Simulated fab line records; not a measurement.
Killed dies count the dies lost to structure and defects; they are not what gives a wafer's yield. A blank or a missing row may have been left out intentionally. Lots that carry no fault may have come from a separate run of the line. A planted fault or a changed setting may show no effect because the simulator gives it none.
A struck lot beside a sound one	flow rit-cmos	43 steps out of a route of 202
Sound: the wafers L554.2, L554.3, L554.6. Wafers L565.4, L565.5, L565.6 were the ones struck. The cause is named last.
For every step that has rows: the tool of each side, followed by ch and its chambers, followed by its first start. Under that, the readings that differ: sound wafers	struck wafers	difference of the means	sigmas: that difference in standard deviations of wafers without a fault.
alike: same words and numbers on both sides, and readings whose means sit less than 2 such deviations apart. not compared: any withheld reading, any reading some wafer has no value for, any bound like >300 that may hide the same value, and any number with overlapping values for which the record gives no deviation.
A row with sigmas, a row that says differs or no value, or rows on one side alone: a step with any of these is where the two part. When numbers do not overlap yet have no deviation, they are printed without sigmas and do not part them. Lack of a reading on every wafer of one side parts them only where that side has two or more wafers.

first, 2 steps without rows for these wafers: RIT_NRETRO_HARDBAKE_07 (time 120 s); RIT_NRETRO_IMPLANT_08.
RIT_NRETRO_STRIP_09: strips in O2, time 180 s.
  sound on plasma-asher-04 ch 0,1, day 2 15:28; struck on plasma-asher-01 ch 0,1, day 5 00:16
  alike: drypump-motor-current-A
  not compared: rf-hours-counter-h
RIT_NRETRO_TW_MEAS_10:
  sound on film-metro-03 at day 2 15:40; struck on film-metro-02 at day 5 00:25
  alike: NRETRO_TW
then, 6 steps without rows for these wafers: RIT_PRETRO_HMDS_00 (prime time 60 s); RIT_PRETRO_COAT_01 (resist thk 1300 nm); RIT_PRETRO_SOFTBAKE_02 (time 60 s); RIT_PRETRO_EXPOSE_03 (exposes mask M5, target cd 43700 nm); RIT_PRETRO_PEB_04; RIT_PRETRO_DEVELOP_05 (develop time 68 s).
RIT_PRETRO_OVL_MEAS_06:
  sound on overlay-02 at day 2 16:35; struck on overlay-02 at day 5 01:20
  alike: PRETRO_OVL
then, 1 step without rows for these wafers: RIT_PRETRO_HARDBAKE_07 (time 120 s).
RIT_PRETRO_IMPLANT_08:
  sound on implanter-01 ch 0, day 2 16:54; struck on implanter-02 ch 0, day 5 01:48
  alike: tilt-deg
RIT_PRETRO_STRIP_09: strips in O2, time 180 s.
  sound on plasma-asher-04 ch 0,1, day 2 17:01; struck on plasma-asher-03 ch 0,1, day 5 01:56
  alike: drypump-motor-current-A
  not compared: rf-hours-counter-h
RIT_PRETRO_TW_MEAS_10:
  sound on film-metro-03 at day 2 17:13; struck on film-metro-04 at day 5 02:05
  alike: PRETRO_TW
then, 5 steps without rows for these wafers: RIT_GATE_WET_ETCH_00 (etches SiO2 in BOE, target depth 56 nm, time 60 s); RIT_GATE_CLEAN_01 (cleans in SC1, time 600 s); RIT_GATE_CLEAN_02 (cleans in dHF, time 30 s); RIT_GATE_CLEAN_03 (cleans in SC2, time 600 s); RIT_GATE_CLEAN_04 (cleans in dHF, time 60 s).
RIT_FOX2_THK_MEAS_91:
  sound on film-metro-02 at day 2 17:54; struck on film-metro-04 at day 5 02:39
  alike: FIELD_OXIDE_LEFT_2_THK
then, 2 steps without rows for these wafers: RIT_GATE_OXIDATION_05 (target thk 3 nm, ox time 270 s); RIT_GATE_ANNEAL_06 (time 600 s).
RIT_GATE_THK_MEAS_07:
  sound on film-metro-01 at day 2 20:36; struck on film-metro-04 at day 5 04:10
  alike: GATE_OXIDE_THK
then, 1 step without rows for these wafers: RIT_GATE_CVD_08 (deposits poly-Si from SiH4, target thk 250 nm, time 2220 s).
RIT_GATE_THK_MEAS_09:
  sound on film-metro-02 at day 2 23:19; struck on film-metro-01 at day 5 05:51
  alike: GATE_POLY_THK
then, 6 steps without rows for these wafers: RIT_GATE_HMDS_10 (prime time 60 s); RIT_GATE_COAT_11 (resist thk 850 nm); RIT_GATE_SOFTBAKE_12 (time 60 s); RIT_GATE_EXPOSE_13 (exposes mask M6, target cd 150 nm); RIT_GATE_PEB_14; RIT_GATE_DEVELOP_15 (develop time 50 s).
RIT_GATE_CD_MEAS_16: target cd 150 nm.
  sound on cd-sem-01 at day 3 00:14; struck on cd-sem-01 at day 5 06:51
reading	sound	struck	difference	sigmas
cd-nm (nm)	146 144 143	151 151 151	+7	+2
RIT_GATE_OVL_MEAS_17:
  sound on overlay-02 at day 3 00:20; struck on overlay-02 at day 5 06:56
  alike: GATE_OVL
then, 1 step without rows for these wafers: RIT_GATE_HARDBAKE_18 (time 60 s).
RIT_GATE_ETCH_19: etches poly-Si in SF6/CHF3/O2, stops on SiO2, time 165 s, target depth 312.5 nm.
  sound on rie-si-01 ch 1,2, day 3 00:31; struck on rie-si-02 ch 0,1,2, day 5 07:06
  alike: drypump-motor-current-A, oes-product-au, throttle-valve-pct
  not compared: rf-hours-counter-h
RIT_GATE_STRIP_20: strips in O2, time 180 s.
  sound on plasma-asher-02 ch 0, day 3 00:38; struck on plasma-asher-04 ch 0,1, day 5 07:16
  alike: drypump-motor-current-A
  not compared: rf-hours-counter-h
RIT_GATE_CD_MEAS_90: target cd 150 nm.
  sound on cd-sem-01 at day 3 00:49; struck on cd-sem-02 at day 5 07:26
reading	sound	struck	difference	sigmas
cd-nm (nm)	146 144 143	151 151 151	+7	+2
then, 4 steps without rows for these wafers: RIT_REOX_CLEAN_00 (cleans in SC1, time 600 s); RIT_REOX_CLEAN_01 (cleans in dHF, time 30 s); RIT_REOX_CLEAN_02 (cleans in SC2, time 600 s); RIT_REOX_OXIDATION_03 (target thk 25.2 nm, ox time 5580 s).
RIT_M1_PROBE_99:
  sound on prober-01 at day 4 00:23; struck on prober-02 at day 6 04:08
reading	sound	struck	difference	sigmas
model.etest.nmos_0p15.drive-ua-um-range	14.06 10.72 11.05	48.58 38.85 39.75	+30.45	
model.etest.nmos_0p15.vt-v-range	0.01122 0.01318 0.01202	0.0586 0.05969 0.06184	+0.0479	
  alike: killed-at-contacts, killed-at-front-end, killed-dies, killed-open, killed-short

== WHERE THEY PART ==
Earliest at RIT_GATE_CD_MEAS_16; latest, in this record, at RIT_GATE_CD_MEAS_90. Later steps at which nothing parts them and some readings are alike: RIT_M1_PROBE_99.

WHY: the cause the simulator had injected
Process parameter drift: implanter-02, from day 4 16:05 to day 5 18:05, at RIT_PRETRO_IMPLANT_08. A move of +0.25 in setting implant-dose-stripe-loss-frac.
